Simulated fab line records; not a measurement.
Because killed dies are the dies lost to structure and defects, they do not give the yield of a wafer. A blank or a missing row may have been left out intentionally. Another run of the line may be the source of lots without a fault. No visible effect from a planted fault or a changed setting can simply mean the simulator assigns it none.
Which of the tools did it? :: flow berkeleyCmos170 :: Sampling: 15 lots, 45 wafers, 5 of 331 route steps

WHAT THE GAUGES SHOWED, per wafer
UCB170_PVT_OVL_MEAS_06. Usual: for PVT_OVL the level is -1 nm and the standard deviation is 4.6.
lot: L554
measured: day 6 12:09
on: overlay-01
PVT_OVL (nm): -8 -4 -10
flag: 

lot: L553
measured: day 6 12:52
on: overlay-01
PVT_OVL (nm): -2 2 0
flag: 

lot: L552
measured: day 6 13:36
on: overlay-01
PVT_OVL (nm): -12 -7 -9
flag: 

lot: L556
measured: day 6 23:14
on: overlay-01
PVT_OVL (nm): 4 -3 1
flag: 

lot: L557
measured: day 6 23:31
on: overlay-01
PVT_OVL (nm): 3 5 7
flag: 

lot: L560
measured: day 7 19:44
on: overlay-01
PVT_OVL (nm): -1 -5 -4
flag: 

lot: L558
measured: day 7 19:44
on: overlay-02
PVT_OVL (nm): -7 -8 -10
flag: 

lot: L562
measured: day 7 20:26
on: overlay-02
PVT_OVL (nm): -2 4 -3
flag: 

lot: L561
measured: day 7 21:10
on: overlay-02
PVT_OVL (nm): -4 -7 -1
flag: 

lot: L559
measured: day 7 21:11
on: overlay-01
PVT_OVL (nm): 6 3 3
flag: 

lot: L570
measured: day 9 09:27
on: overlay-02
PVT_OVL (nm): -2 -1 -8
flag: 

lot: L571
measured: day 9 09:41
on: overlay-01
PVT_OVL (nm): -3 0 1
flag: 

lot: L573
measured: day 10 02:58
on: overlay-01
PVT_OVL (nm): 0 -2 -8
flag: 

lot: L574
measured: day 10 16:07
on: overlay-01
PVT_OVL (nm): -4 -6 -4
flag: 

lot: L575
measured: day 10 20:56
on: overlay-01
PVT_OVL (nm): -4 -2 -5
flag: 

UCB170_NLDD_CD_MEAS_06: the cd target is 1200 nm. Usual: 1199.7 nm for cdNm, sd 1.6.
lot: L554
measured: day 7 06:12
on: cdSem-01
cdNm (nm): 1201.6 1201.8 1200.6
flag: 

lot: L553
measured: day 7 06:47
on: cdSem-02
cdNm (nm): 1199.7 1200.8 1201.5
flag: 

lot: L552
measured: day 7 07:14
on: cdSem-01
cdNm (nm): 1199.3 1198.9 1198.3
flag: 

lot: L556
measured: day 7 17:27
on: cdSem-02
cdNm (nm): 1201.2 1201.6 1199.9
flag: 

lot: L557
measured: day 7 17:23
on: cdSem-01
cdNm (nm): 1198.9 1200.4 1199.3
flag: 

lot: L560
measured: day 8 14:37
on: cdSem-01
cdNm (nm): 1198.3 1198.9 1196.8
flag: 

lot: L558
measured: day 8 15:10
on: cdSem-01
cdNm (nm): 1210.7 1203.8 1208.8
flag: OFF

lot: L562
measured: day 8 15:07
on: cdSem-02
cdNm (nm): 1204.2 1206.3 1204.0
flag: OFF

lot: L561
measured: day 8 14:52
on: cdSem-01
cdNm (nm): 1201.7 1199.7 1199.7
flag: 

lot: L559
measured: day 8 14:59
on: cdSem-01
cdNm (nm): 1207.0 1201.9 1207.5
flag: OFF

lot: L570
measured: day 10 03:33
on: cdSem-01
cdNm (nm): 1203.0 1201.6 1203.5
flag: 

lot: L571
measured: day 10 03:58
on: cdSem-02
cdNm (nm): 1199.1 1201.8 1200.9
flag: 

lot: L573
measured: day 10 21:13
on: cdSem-01
cdNm (nm): 1197.5 1197.8 1196.9
flag: 

lot: L574
measured: day 11 05:41
on: cdSem-02
cdNm (nm): 1199.5 1200.8 1199.7
flag: 

lot: L575
measured: day 11 14:46
on: cdSem-02
cdNm (nm): 1201.4 1201.9 1201.4
flag: 

EACH LOT AND THE TOOL THAT RAN IT (in order: tool; ch and the chambers of the sampled wafers; start)
lot: L554
UCB170_NVT_STRIP_08: plasmaAsher-02 ch 0,1, day 6 08:41
UCB170_GATE_ETCH_14: rieDiel-02 ch 1,3, day 6 23:39
UCB170_NLDD_EXPOSE_03: krfScanner-01 ch 0, day 7 04:59

lot: L553
UCB170_NVT_STRIP_08: plasmaAsher-04 ch 0,1, day 6 09:43
UCB170_GATE_ETCH_14: rieDiel-02 ch 0,3, day 7 00:13
UCB170_NLDD_EXPOSE_03: krfScanner-01 ch 0, day 7 05:38

lot: L552
UCB170_NVT_STRIP_08: plasmaAsher-02 ch 0,1, day 6 10:08
UCB170_GATE_ETCH_14: rieDiel-01 ch 2,3, day 6 23:56
UCB170_NLDD_EXPOSE_03: krfScanner-02 ch 0, day 7 06:25

lot: L556
UCB170_NVT_STRIP_08: plasmaAsher-04 ch 0,1, day 6 20:31
UCB170_GATE_ETCH_14: rieDiel-02 ch 1,2,3, day 7 10:02
UCB170_NLDD_EXPOSE_03: krfScanner-01 ch 0, day 7 16:04

lot: L557
UCB170_NVT_STRIP_08: plasmaAsher-01 ch 0,1, day 6 20:37
UCB170_GATE_ETCH_14: rieDiel-01 ch 1,2,3, day 7 09:47
UCB170_NLDD_EXPOSE_03: krfScanner-02 ch 0, day 7 15:49

lot: L560
UCB170_NVT_STRIP_08: plasmaAsher-02 ch 0,1, day 7 16:11
UCB170_GATE_ETCH_14: rieDiel-01 ch 0,1,3, day 8 05:32
UCB170_NLDD_EXPOSE_03: krfScanner-01 ch 0, day 8 14:05

lot: L558
UCB170_NVT_STRIP_08: plasmaAsher-02 ch 0,1, day 7 16:30
UCB170_GATE_ETCH_14: rieDiel-04 ch 1,3, day 8 06:06
UCB170_NLDD_EXPOSE_03: krfScanner-01 ch 0, day 8 14:41

lot: L562
UCB170_NVT_STRIP_08: plasmaAsher-04 ch 0,1, day 7 16:47
UCB170_GATE_ETCH_14: rieDiel-04 ch 1,2,3, day 8 05:49
UCB170_NLDD_EXPOSE_03: krfScanner-01 ch 0, day 8 14:34

lot: L561
UCB170_NVT_STRIP_08: plasmaAsher-04 ch 0,1, day 7 17:16
UCB170_GATE_ETCH_14: rieDiel-01 ch 0,3, day 8 05:59
UCB170_NLDD_EXPOSE_03: krfScanner-01 ch 0, day 8 14:13

lot: L559
UCB170_NVT_STRIP_08: plasmaAsher-02 ch 0,1, day 7 17:17
UCB170_GATE_ETCH_14: rieDiel-02 ch 1,3, day 8 05:49
UCB170_NLDD_EXPOSE_03: krfScanner-01 ch 0, day 8 14:22

lot: L570
UCB170_NVT_STRIP_08: plasmaAsher-01 ch 0,1, day 9 07:23
UCB170_GATE_ETCH_14: rieDiel-04 ch 1,2, day 9 23:45
UCB170_NLDD_EXPOSE_03: krfScanner-02 ch 0, day 10 02:50

lot: L571
UCB170_NVT_STRIP_08: plasmaAsher-04 ch 0,1, day 9 08:00
UCB170_GATE_ETCH_14: rieDiel-01 ch 0,1,3, day 9 23:49
UCB170_NLDD_EXPOSE_03: krfScanner-02 ch 0, day 10 02:59

lot: L573
UCB170_NVT_STRIP_08: plasmaAsher-04 ch 0,1, day 10 01:16
UCB170_GATE_ETCH_14: rieDiel-01 ch 0,2,3, day 10 16:17
UCB170_NLDD_EXPOSE_03: krfScanner-02 ch 0, day 10 20:39

lot: L574
UCB170_NVT_STRIP_08: plasmaAsher-02 ch 0,1, day 10 13:02
UCB170_GATE_ETCH_14: rieDiel-04 ch 1,3, day 11 01:37
UCB170_NLDD_EXPOSE_03: krfScanner-02 ch 0, day 11 05:03

lot: L575
UCB170_NVT_STRIP_08: plasmaAsher-04 ch 0,1, day 10 17:50
UCB170_GATE_ETCH_14: rieDiel-02 ch 0,1,2, day 11 10:53
UCB170_NLDD_EXPOSE_03: krfScanner-01 ch 0, day 11 14:20
- UCB170_NVT_STRIP_08: strips in O2.
- UCB170_GATE_ETCH_14: etches BARC in N2/H2.
- UCB170_NLDD_EXPOSE_03: exposes mask NSELECT, target cd 1200 nm.

WHAT THE TOOLS THEMSELVES READ (means of the sampled wafers that have a number; where no wafer has one, the mark that the record gives instead)
UCB170_NVT_STRIP_08. Usual: drypumpMotorCurrentA 6.2 A, standard deviation 0.35; oesProductAu 0.735 a.u., standard deviation 0.0041; stripTimeToEndpointS 21.83 s, standard deviation 0.06.
lot: L554
tool: plasmaAsher-02
drypumpMotorCurrentA (A): 6.0
oesProductAu (a.u.): 0.741
stripTimeToEndpointS (s): 21.78
flag: 

lot: L553
tool: plasmaAsher-04
drypumpMotorCurrentA (A): 6.5
oesProductAu (a.u.): 0.734
stripTimeToEndpointS (s): 21.83
flag: 

lot: L552
tool: plasmaAsher-02
drypumpMotorCurrentA (A): 5.9
oesProductAu (a.u.): 0.736
stripTimeToEndpointS (s): 21.80
flag: 

lot: L556
tool: plasmaAsher-04
drypumpMotorCurrentA (A): 6.4
oesProductAu (a.u.): 0.735
stripTimeToEndpointS (s): 21.75
flag: 

lot: L557
tool: plasmaAsher-01
drypumpMotorCurrentA (A): 5.9
oesProductAu (a.u.): 0.734
stripTimeToEndpointS (s): 21.82
flag: 

lot: L560
tool: plasmaAsher-02
drypumpMotorCurrentA (A): 5.9
oesProductAu (a.u.): 0.734
stripTimeToEndpointS (s): 21.82
flag: 

lot: L558
tool: plasmaAsher-02
drypumpMotorCurrentA (A): 5.9
oesProductAu (a.u.): 0.733
stripTimeToEndpointS (s): 21.76
flag: 

lot: L562
tool: plasmaAsher-04
drypumpMotorCurrentA (A): 6.4
oesProductAu (a.u.): 0.737
stripTimeToEndpointS (s): 21.84
flag: 

lot: L561
tool: plasmaAsher-04
drypumpMotorCurrentA (A): 6.5
oesProductAu (a.u.): 0.737
stripTimeToEndpointS (s): 21.79
flag: 

lot: L559
tool: plasmaAsher-02
drypumpMotorCurrentA (A): 6.0
oesProductAu (a.u.): 0.736
stripTimeToEndpointS (s): 21.89
flag: 

lot: L570
tool: plasmaAsher-01
drypumpMotorCurrentA (A): 6.2
oesProductAu (a.u.): 0.739
stripTimeToEndpointS (s): 21.82
flag: 

lot: L571
tool: plasmaAsher-04
drypumpMotorCurrentA (A): 6.4
oesProductAu (a.u.): 0.730
stripTimeToEndpointS (s): 21.80
flag: 

lot: L573
tool: plasmaAsher-04
drypumpMotorCurrentA (A): 6.5
oesProductAu (a.u.): 0.733
stripTimeToEndpointS (s): 21.92
flag: 

lot: L574
tool: plasmaAsher-02
drypumpMotorCurrentA (A): 6.0
oesProductAu (a.u.): 0.734
stripTimeToEndpointS (s): 21.82
flag: 

lot: L575
tool: plasmaAsher-04
drypumpMotorCurrentA (A): 6.5
oesProductAu (a.u.): 0.736
stripTimeToEndpointS (s): 21.81
flag: 

UCB170_GATE_ETCH_14. Usual: drypumpMotorCurrentA 5.7 A, standard deviation 0.35; oesProductAu 1.004 a.u., standard deviation 0.015; throttleValvePct 13.36 %, standard deviation 0.25.
lot: L554
tool: rieDiel-02
drypumpMotorCurrentA (A): 5.5
oesProductAu (a.u.): 1.003
throttleValvePct (%): 13.43
flag: 

lot: L553
tool: rieDiel-02
drypumpMotorCurrentA (A): 5.9
oesProductAu (a.u.): 1.022
throttleValvePct (%): 13.42
flag: 

lot: L552
tool: rieDiel-01
drypumpMotorCurrentA (A): 5.5
oesProductAu (a.u.): 1.017
throttleValvePct (%): 13.09
flag: 

lot: L556
tool: rieDiel-02
drypumpMotorCurrentA (A): 5.7
oesProductAu (a.u.): 0.994
throttleValvePct (%): 13.36
flag: 

lot: L557
tool: rieDiel-01
drypumpMotorCurrentA (A): 5.6
oesProductAu (a.u.): 1.005
throttleValvePct (%): 13.07
flag: 

lot: L560
tool: rieDiel-01
drypumpMotorCurrentA (A): 5.5
oesProductAu (a.u.): 1.013
throttleValvePct (%): 13.15
flag: 

lot: L558
tool: rieDiel-04
drypumpMotorCurrentA (A): 6.1
oesProductAu (a.u.): 0.985
throttleValvePct (%): 13.66
flag: 

lot: L562
tool: rieDiel-04
drypumpMotorCurrentA (A): 5.9
oesProductAu (a.u.): 1.000
throttleValvePct (%): 13.53
flag: 

lot: L561
tool: rieDiel-01
drypumpMotorCurrentA (A): 5.4
oesProductAu (a.u.): 0.999
throttleValvePct (%): 13.15
flag: 

lot: L559
tool: rieDiel-02
drypumpMotorCurrentA (A): 5.6
oesProductAu (a.u.): 1.005
throttleValvePct (%): 13.25
flag: 

lot: L570
tool: rieDiel-04
drypumpMotorCurrentA (A): 6.1
oesProductAu (a.u.): 1.001
throttleValvePct (%): 13.53
flag: 

lot: L571
tool: rieDiel-01
drypumpMotorCurrentA (A): 5.5
oesProductAu (a.u.): 1.000
throttleValvePct (%): 13.15
flag: 

lot: L573
tool: rieDiel-01
drypumpMotorCurrentA (A): 5.5
oesProductAu (a.u.): 1.007
throttleValvePct (%): 13.16
flag: 

lot: L574
tool: rieDiel-04
drypumpMotorCurrentA (A): 6.3
oesProductAu (a.u.): 0.989
throttleValvePct (%): 13.66
flag: 

lot: L575
tool: rieDiel-02
drypumpMotorCurrentA (A): 5.9
oesProductAu (a.u.): 1.006
throttleValvePct (%): 13.54
flag: 

THE ANSWER, worked out from the rows above alone
Rule: lot off if the mean of its wafers having a number is beyond 3 standard deviations from the usual mean. Also off: a lot with no number at a reading for which 4 or more lots have one. All remaining lots with rows at the step are treated as sound. The gauges are gone through in route order, then the tools' own readings, and for those a lot's mean is taken as printed above. The first step at which some lot is off is used, and at that step the reading that is off furthest; a lot without a number counts as furthest.
Off: L558, L562, L559, at UCB170_NLDD_CD_MEAS_06 (cdNm).
If a tool, at a process step before that reading, ran all the lots that are off and no sound lot after the first of them, it fits. Those tools and the gauges at UCB170_NLDD_CD_MEAS_06 are tried in the same way. Of those tried, none fits.

WHAT THE SIMULATOR HAD PUT IN
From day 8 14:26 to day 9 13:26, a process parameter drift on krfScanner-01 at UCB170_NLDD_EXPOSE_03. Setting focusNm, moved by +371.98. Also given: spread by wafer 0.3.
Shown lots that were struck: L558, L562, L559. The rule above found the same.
